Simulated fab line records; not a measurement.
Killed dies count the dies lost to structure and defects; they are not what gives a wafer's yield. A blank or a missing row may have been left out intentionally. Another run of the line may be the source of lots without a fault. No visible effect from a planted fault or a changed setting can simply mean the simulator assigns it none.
2 desks, one fault || flow berkeley-cmos170 || each desk has only its own numbers; what lay behind them comes last

## FROM THE METROLOGY DESK
Means of the sampled wafers that have a number, per lot and without regard to the tool the lot ran on: this is what the gauges read. A lot is out of limits, marked OUT, if its mean lies more than 4 standard deviations from the usual mean; the brackets give that distance.
Columns: A = cd-nm at UCB170_V1_CD_MEAS_90, usual 699.5 nm; B = M2_OVL at UCB170_M2_OVL_MEAS_16, usual -2 nm; C = V2_OVL at UCB170_V2_OVL_MEAS_13, usual 1 nm; D = cd-nm at UCB170_V2_CD_MEAS_90, usual 700.3 nm
{"lot": "L911", "first seen here": "day 7 16:27", "A": 699.5, "B": 1, "C": 3, "D": 701.9}
{"lot": "L912", "first seen here": "day 8 09:41", "A": 699.8, "B": -1, "C": 3, "D": 700.8}
{"lot": "L916", "first seen here": "day 8 17:09", "A": 699.4, "B": -2, "C": -4, "D": 699.8}
{"lot": "L914", "first seen here": "day 8 17:25", "A": 700.3, "B": -4, "C": -0, "D": 699.8}
{"lot": "L920", "first seen here": "day 9 18:20", "A": 701.9, "B": 2, "C": -3, "D": 703.0}
{"lot": "L921", "first seen here": "day 9 18:34", "A": 699.0, "B": 2, "C": 10, "D": 698.3}
{"lot": "L919", "first seen here": "day 9 18:52", "A": 697.9, "B": -9, "C": -2, "D": 703.9}
{"lot": "L922", "first seen here": "day 10 07:19", "A": 698.9, "B": 2, "C": -0, "D": 698.9}
{"lot": "L925", "first seen here": "day 10 19:50", "A": 700.6, "B": -2, "C": 7, "D": 699.6}
{"lot": "L926", "first seen here": "day 10 23:08", "A": 702.1, "B": -0, "C": -9, "D": 698.8}
{"lot": "L927", "first seen here": "day 10 23:26", "A": 700.6, "B": "122 (+26) OUT", "C": 3, "D": 701.6}
{"lot": "L930", "first seen here": "day 12 00:31", "A": 697.4, "B": -3, "C": -3, "D": 700.3}
{"lot": "L933", "first seen here": "day 12 11:07", "A": 700.4, "B": 4, "C": 2, "D": 701.9}
{"lot": "L929", "first seen here": "day 12 11:24", "A": 698.3, "B": "124 (+27) OUT", "C": 10, "D": 700.3}
Finding of this desk: L927, L929 out of limits, first seen on L927 at day 11 03:02 (M2_OVL at UCB170_M2_OVL_MEAS_16). L911, L912, L916, L914, L920, L921, L919, L922, L925, L926, L930, L933: within limits.

## DESK OF THE TOOL OWNER: krf-scanner-01
The tool's own readings at UCB170_M2_EXPOSE_12 (exposes mask METAL2, target cd 700 nm): means of the sampled wafers that have a number, for each lot that ran on this tool. A lot is out of limits, marked OUT, if its mean lies more than 4 standard deviations from the usual mean; the brackets give that distance.
Columns: A = focus-offset-nm at UCB170_M2_EXPOSE_12, usual -0.1 nm; B = stage-vel-mm-s at UCB170_M2_EXPOSE_12, usual 500.01 mm/s
{"lot": "L911", "first seen here": "day 7 18:08", "A": -0.1, "B": 500.28}
{"lot": "L912", "first seen here": "day 8 11:19", "A": -0.1, "B": 499.99}
{"lot": "L916", "first seen here": "day 8 20:23", "A": -0.3, "B": 499.91}
{"lot": "L921", "first seen here": "day 9 20:20", "A": -0.6, "B": 499.95}
{"lot": "L922", "first seen here": "day 10 09:22", "A": -0.2, "B": 500.08}
{"lot": "L925", "first seen here": "day 10 21:28", "A": -0.2, "B": 499.81}
{"lot": "L927", "first seen here": "day 11 02:19", "A": -0.1, "B": 499.73}
{"lot": "L929", "first seen here": "day 12 13:38", "A": 0.3, "B": 499.78}
Finding of this desk: none of the 8 lots has anything out of limits.

## TAKEN TOGETHER
On L927, L929, the metrology desk was in a position to raise an alarm at day 11 03:02.
Nothing out of limits was seen by the tool owner's desk.
Tool owner's desk: L927, L929 on record, inside its limits.
The lots listed all ran UCB170_M2_EXPOSE_12 on krf-scanner-01.

## WHAT HAD BEEN PUT IN BY THE SIMULATOR
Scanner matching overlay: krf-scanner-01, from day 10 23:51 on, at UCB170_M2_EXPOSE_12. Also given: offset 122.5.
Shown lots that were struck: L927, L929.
Time in hours between the start of the fault and the first out-of-limits reading at each desk: metrology desk, 3.
